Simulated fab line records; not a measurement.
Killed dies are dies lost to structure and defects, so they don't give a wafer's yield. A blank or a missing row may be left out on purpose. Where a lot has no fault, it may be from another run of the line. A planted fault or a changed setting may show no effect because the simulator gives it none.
Split-lot experiment	flow berkeley cmos170	on a route of 331 steps: 5 lots, 23 wafers read

## ABOUT THE SPLIT
At UCB170_PLDD_COAT_01 (resist thk 900 nm), the setting spin rpm was moved away from the recipe's 1500 rpm on 6 of the 23 wafers read, by +3.5% to +4.7%. The other wafers ran this setting at the recipe's value.

The split's own step is where the reading is taken.

## THE READING
KrF_of_PLDD_COAT_01.thk nm (the simulator's own value, which no gauge read), in nm, at UCB170_PLDD_COAT_01 (resist thk 900 nm). The file does not state a usual value for it. Here, 17 wafers ran the recipe; their average is 900.1 nm with a standard deviation of 2.4 nm.

wafer	tool, chamber at the split	spin rpm as run, rpm	against the recipe	KrF_of_PLDD_COAT_01.thk nm, nm	against lot-mates on the recipe
L076.1	litho track-02, 0	1552	+3.5%	887.8	-14.7
L076.2	litho track-02, 0	1500	recipe	904.1	-
L076.3	litho track-02, 0	1500	recipe	900.1	-
L076.4	litho track-02, 0	1500	recipe	903.3	-
L076.6	litho track-02, 0	1552	+3.5%	887.5	-15.0
L074.1	litho track-02, 0	1500	recipe	902.6	-
L074.2	litho track-02, 0	1500	recipe	900.9	-
L074.4	litho track-02, 0	1500	recipe	899.8	-
L074.5	litho track-02, 0	1500	recipe	900.5	-
L074.6	litho track-02, 0	1500	recipe	897.9	-
L079.2	litho track-02, 0	1570	+4.7%	880.4	-21.0
L079.3	litho track-02, 0	1500	recipe	902.2	-
L079.6	litho track-02, 0	1500	recipe	902.2	-
L079.4	litho track-02, 0	1500	recipe	899.8	-
L079.5	litho track-02, 0	1570	+4.7%	882	-19.4
L077.1	litho track-01, 0	1500	recipe	900.1	-
L077.2	litho track-01, 0	1500	recipe	899.7	-
L077.3	litho track-01, 0	1500	recipe	896	-
L077.4	litho track-01, 0	1570	+4.7%	875.9	-22.7
L077.6	litho track-01, 0	1570	+4.7%	879.2	-19.4
L081.1	litho track-01, 0	1500	recipe	897.2	-
L081.2	litho track-01, 0	1500	recipe	900.4	-
L081.6	litho track-01, 0	1500	recipe	894.7	-

THE FIT
A straight line over all 23 wafers: KrF_of_PLDD_COAT_01.thk nm changes by -4.27 nm for each +1% of spin rpm; r = -0.96; the points scatter about the line by 2.5 nm.
The same after taking each lot's own level away (the mean of its wafers on the recipe; 23 wafers): -4.39 nm for each +1%; r = -0.98; scatter 1.7 nm.
On that fit, the largest move of spin rpm shifts the reading by 20 nm.
From 897.43 to 902.50 nm: that is the span of the lots' own levels, equal to 2.1 times the standard deviation above.
The two slopes are in agreement: the lot-to-lot level therefore moves the slope only a little.
Check: with one of the wafers moved furthest among these (+4.7%) left out of the fit, the line predicts -20.4 nm for it against its lot-mates. It came out at -21 nm against them.

## ADDITIONAL SPLITS CARRIED BY THESE WAFERS
Note: prior to the reading, these wafers also went through further splits. Each is held against what the fit with the lots' levels taken away leaves over:
other split on the same wafers	wafers away from the commonest value	r with KrF_of_PLDD_COAT_01.thk nm (lot level and that fit taken away)
UCB170_PWELL_OXIDATION_02 ox time s	15	-0.05
UCB170_ACTIVE_CVD_05 temp c	10	+0.08
UCB170_ACTIVE_STRIP_16 power w	9	+0.11
UCB170_SACOX_OXIDATION_01 ox time s	15	+0.05
UCB170_PVT_STRIP_08 o2 flow sccm	8	+0.13
UCB170_GATE_CVD_04 time s	18	+0.04
UCB170_GATE_ETCH_15 bias w	10	+0.07

## THE WHOLE CHAIN: every reading that the file lists as answering this split, in the file's order
step	what it does	reading	change (the file's fit)	r (the file's)
UCB170_PLDD_COAT_01	resist thk 900 nm	KrF_of_PLDD_COAT_01.thk nm (the simulator's own value, which no gauge read)	-4.39 nm for each +1% of the setting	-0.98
UCB170_PLDD_STRIP_10	strips in O2	strip time to endpoint s	withheld for each +1% of the setting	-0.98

## THE FILE'S OWN FIT
KrF_of_PLDD_COAT_01.thk nm changes by -4.39 nm for each +1% of spin rpm, r = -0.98.
